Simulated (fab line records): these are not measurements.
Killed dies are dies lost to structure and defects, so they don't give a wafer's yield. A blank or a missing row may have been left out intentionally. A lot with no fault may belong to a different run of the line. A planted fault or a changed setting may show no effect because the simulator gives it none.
A struck lot beside a sound one -- flow rit cmos -- 43 out of 202 route steps
Sound: these wafers, L324.1, L324.2, L324.4. Struck: wafer L337.2 (left out: L337.3, L337.5 of the same lot, which were not struck); the cause appears at the end.
Order at every step that has rows: each side's tool, ch and its chambers, its first start. Under that, the readings that differ: sound wafers -- struck wafers -- difference of the means -- sigmas: that difference in standard deviations of wafers without a fault.
alike: readings whose means differ by less than 2 such deviations, and words and numbers that are the same on both sides. not compared: withheld readings, readings that some wafer has no value for, bounds like >300 that may hide the same value, and numbers for which the record gives no deviation and whose values overlap.
A row with sigmas, a row that says differs or no value, or rows on one side alone: a step with any of these is where the two part. Non-overlapping numbers with no deviation appear without sigmas and do not part them. Lack of a reading on every wafer of one side parts them only where that side has two or more wafers.

RIT_SDANNEAL_RTA_03: time 5 s.
  sound on rtp anneal-01 ch 0, day 3 07:10; struck on rtp anneal-02 ch 0, day 5 23:20
  alike: wafer_temp_C_max
RIT_SDANNEAL_RS_MEAS_04: measurement is done with a four-point probe.
  sound on film metro-04 at day 3 07:14; struck on film metro-02 at day 5 23:24
  alike: PSD_RS
RIT_SDANNEAL_RS_MEAS_05: measurement is done with a four-point probe.
  sound on film metro-04 at day 3 07:21; struck on film metro-02 at day 5 23:31
  alike: NSD_RS
RIT_SDANNEAL_RS_MEAS_06: measurement is done with a four-point probe.
  sound on film metro-04 at day 3 07:28; struck on film metro-02 at day 5 23:38
  alike: PLDD_RS
RIT_SDANNEAL_RS_MEAS_07: measurement is done with a four-point probe.
  sound on film metro-04 at day 3 07:35; struck on film metro-02 at day 5 23:46
  alike: NLDD_RS
then, 2 steps without rows for these wafers: RIT_SILICIDE_WET_ETCH_00 (etches SiO2 in BOE, target depth 14 nm, time 15 s); RIT_SILICIDE_SPUTTER_01 (material Ti, target thk 30 nm, time 240 s).
RIT_SILICIDE_RS_MEAS_02: measurement is done with a four-point probe.
  sound on film metro-03 at day 3 07:52; struck on film metro-01 at day 6 00:03
reading,sound,struck,difference,sigmas
SILICIDE_TI_RS (ohm/sq),47.0 47.7 47.3,49.0,+1.7,+2
RIT_SILICIDE_THK_MEAS_03: measures by xrf.
  sound on film metro-03 at day 3 07:59; struck on film metro-01 at day 6 00:10
  alike: SILICIDE_TI_THK
RIT_SILICIDE_RTA_04: time 10 s, ramp up 5 s, ramp down 5 s.
  sound on rtp anneal-02 ch 0, day 3 08:03; struck on rtp anneal-01 ch 0, day 6 00:13
reading,sound,struck,difference,sigmas
wafer_temp_C_max,654.0 653.3 654.3,651.5,-2.4,-2
then, 1 step without rows for these wafers: RIT_SILICIDE_WET_ETCH_05 (etches Ti in SPM, time 120 s).
RIT_SILICIDE_RTA_06: time 10 s, ramp up 5 s, ramp down 10 s.
  sound on rtp anneal-01 ch 0, day 3 08:10; struck on rtp anneal-02 ch 0, day 6 00:20
  alike: wafer_temp_C_max
RIT_CONTACT_CVD_00: deposits SiO2 from TEOS, target thk 400 nm, time 61.82 s.
  sound on pecvd-04 ch 1,2, day 3 08:14; struck on pecvd-03 ch 2, day 6 00:23
reading,sound,struck,difference,sigmas
model.SiO2_of_CONTACT_CVD_00.thk nm (nm),409.5 410.1 410.3,421.9,+11.9,
  alike: heater power w
RIT_CONTACT_THK_MEAS_01:
  sound on film metro-04 at day 3 08:17; struck on film metro-03 at day 6 00:26
reading,sound,struck,difference,sigmas
CONTACT_TEOS_THK (nm),410 410 410,422,+12,+2
then, 6 steps without rows for these wafers: RIT_CONTACT_HMDS_02 (prime time 60 s); RIT_CONTACT_COAT_03 (resist thk 1000 nm); RIT_CONTACT_SOFTBAKE_04 (time 60 s); RIT_CONTACT_EXPOSE_05 (exposes mask M11, target cd 1000 nm); RIT_CONTACT_PEB_06; RIT_CONTACT_DEVELOP_07 (develop time 120 s).
RIT_CONTACT_CD_MEAS_08: target cd 1000 nm.
  sound on cd sem-02 at day 3 09:19; struck on cd sem-01 at day 6 01:29
  alike: cd nm
RIT_CONTACT_OVL_MEAS_09:
  sound on overlay-02 at day 3 09:26; struck on overlay-02 at day 6 01:35
  alike: CONTACT_OVL
then, 1 step without rows for these wafers: RIT_CONTACT_HARDBAKE_10 (time 60 s).
RIT_CONTACT_ETCH_11: etches SiO2 in CHF3/CF4/Ar, stops on TiSi2, target depth 480 nm, time 320 s.
  sound on rie diel-03 ch 1,2,3, day 3 09:37; struck on rie diel-03 ch 3, day 6 01:46
reading,sound,struck,difference,sigmas
rf hours counter h (h),3 6 139,141,+92,
model.etch.depth nm (nm),409.5 410.1 410.3,421.9,+11.9,
model.CONTACT.feature depth nm (nm),409.5 410.1 410.3,421.9,+11.9,
  alike: drypump motor current A, oes product au, rf fwd power W, throttle valve pct
RIT_CONTACT_STRIP_12: strips in O2, time 185.1 s.
  sound on plasma asher-02 ch 0,1, day 3 09:49; struck on plasma asher-03 ch 1, day 6 01:58
reading,sound,struck,difference,sigmas
drypump motor current A (A),5.1 4.9 5.1,6.1,+1.1,+2
  not compared: rf hours counter h
RIT_CONTACT_CD_MEAS_90: target cd 1000 nm.
  sound on cd sem-01 at day 3 09:59; struck on cd sem-01 at day 6 02:09
  alike: cd nm
then, 2 steps without rows for these wafers: RIT_CONTACT_CLEAN_13 (cleans in SC1, time 600 s); RIT_CONTACT_CLEAN_14 (cleans in SC2, time 600 s).
RIT_M1_SPUTTER_00: material Al, target thk 400 nm, time 500 s.
  sound on pvd sputter-02 at day 3 10:28; struck on pvd sputter-02 at day 6 02:36
  alike: substrate temp c, throttle valve pct
RIT_M1_RS_MEAS_01: measurement is done with a four-point probe.
  sound on film metro-03 at day 3 10:46; struck on film metro-02 at day 6 02:55
  alike: M1_AL_RS
RIT_M1_THK_MEAS_02: measures by xrf.
  sound on film metro-03 at day 3 10:53; struck on film metro-02 at day 6 03:02
  alike: M1_AL_THK
then, 6 steps without rows for these wafers: RIT_M1_HMDS_03 (prime time 60 s); RIT_M1_COAT_04 (resist thk 1322 nm); RIT_M1_SOFTBAKE_05 (time 60 s); RIT_M1_EXPOSE_06 (exposes mask M12, target cd 2600 nm); RIT_M1_PEB_07; RIT_M1_DEVELOP_08 (develop time 68 s).
RIT_M1_CD_MEAS_09: target cd 2600 nm.
  sound on cd sem-02 at day 3 11:49; struck on cd sem-02 at day 6 04:05
  alike: cd nm
RIT_M1_OVL_MEAS_10:
  sound on overlay-02 at day 3 11:56; struck on overlay-01 at day 6 04:11
reading,sound,struck,difference,sigmas
M1_OVL (nm),-3.3 -3.7 -2.8,3.4,+6.7,+4
then, 1 step without rows for these wafers: RIT_M1_HARDBAKE_11 (time 120 s).
RIT_M1_METAL_ETCH_12: etches Al in Cl2/BCl3, stops on SiO2, time 165 s, target depth 600 nm.
  sound on rie metal-03 ch 0,1, day 3 12:14; struck on rie metal-01 ch 0, day 6 04:28
reading,sound,struck,difference,sigmas
rf fwd power W (W),248.1 247.9 249.1,250.4,+2.0,+3
model.SiO2_of_CONTACT_CVD_00.thk nm (nm),374.9 372.6 372.8,384.7,+11.3,
  alike: drypump motor current A, mfc cl2 sccm, oes product au, throttle valve pct
  not compared: rf hours counter h
then, 1 step without rows for these wafers: RIT_M1_STRIP_13 (strips in nmp, time 600 s).
RIT_M1_PROBE_99:
  sound on prober-02 at day 3 14:29; struck on prober-01 at day 6 06:46
  alike: killed at contacts, killed at front end, killed dies, killed open, killed short

WHERE THEY PART
At RIT_SILICIDE_RS_MEAS_02 first; at RIT_M1_METAL_ETCH_12 last (within this record only). Later steps at which nothing parts them and some readings are alike: RIT_M1_PROBE_99.

WHY: what the simulator had put in
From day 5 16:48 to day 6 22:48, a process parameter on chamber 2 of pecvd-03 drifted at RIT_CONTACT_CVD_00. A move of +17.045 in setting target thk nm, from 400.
